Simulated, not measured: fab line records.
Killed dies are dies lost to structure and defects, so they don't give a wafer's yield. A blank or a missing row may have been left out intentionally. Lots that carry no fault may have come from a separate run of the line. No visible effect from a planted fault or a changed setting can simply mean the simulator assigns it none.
One fault through the eyes of 2 desks / flow rit_cmos / each desk has only its own numbers; what lay behind them comes last

FROM THE METROLOGY DESK
Means of the sampled wafers that have a number, per lot and without regard to the tool the lot ran on: this is what the gauges read. The brackets show how far a lot's mean lies from the usual mean; more than 4 standard deviations puts the lot out of limits, marked OUT.
Columns: A = CONTACT_TEOS_THK at RIT_CONTACT_THK_MEAS_01, usual 399 nm; B = cd_nm at RIT_CONTACT_CD_MEAS_08, usual 1000.4 nm; C = CONTACT_OVL at RIT_CONTACT_OVL_MEAS_09, usual -0.2 nm
lot=L141; first seen here=day 3 20:35; A=406; B=999.4; C=0.9
lot=L146; first seen here=day 5 00:28; A=404; B=999.5; C=0.1
lot=L149; first seen here=day 5 13:28; A=402; B=996.4; C=0.5
lot=L154; first seen here=day 6 21:44; A=397; B=1002.3; C=0.3
lot=L155; first seen here=day 6 22:13; A=404; B=1001.3; C=0.2
Finding of this desk: none of the 5 lots has anything out of limits.

TOOL OWNER'S DESK, rie_diel-02
The tool's own readings at RIT_CONTACT_ETCH_11 (etches SiO2 in CHF3/CF4/Ar, stops on TiSi2, target depth 480 nm, time 320 s): means of the sampled wafers that have a number, for each lot that ran on this tool. The brackets show how far a lot's mean lies from the usual mean; more than 4 standard deviations puts the lot out of limits, marked OUT.
Columns: A = drypump_motor_current_A at RIT_CONTACT_ETCH_11, usual 5.7 A; B = oes_product_au at RIT_CONTACT_ETCH_11, usual 0.984 a.u.; C = throttle_valve_pct at RIT_CONTACT_ETCH_11, usual 8.86 %
lot=L141; first seen here=day 3 22:02; A=5.3; B=0.989; C=8.80
lot=L146; first seen here=day 5 01:47; A=5.3; B=0.985; C=8.80
lot=L149; first seen here=day 5 14:48; A=5.5; B=0.981; C=8.83
Finding of this desk: none of the 3 lots has anything out of limits.

PUT TOGETHER
Nothing out of limits was seen by the metrology desk.
Nothing out of limits was seen by the tool owner's desk.

WHAT THE SIMULATOR HAD INSERTED
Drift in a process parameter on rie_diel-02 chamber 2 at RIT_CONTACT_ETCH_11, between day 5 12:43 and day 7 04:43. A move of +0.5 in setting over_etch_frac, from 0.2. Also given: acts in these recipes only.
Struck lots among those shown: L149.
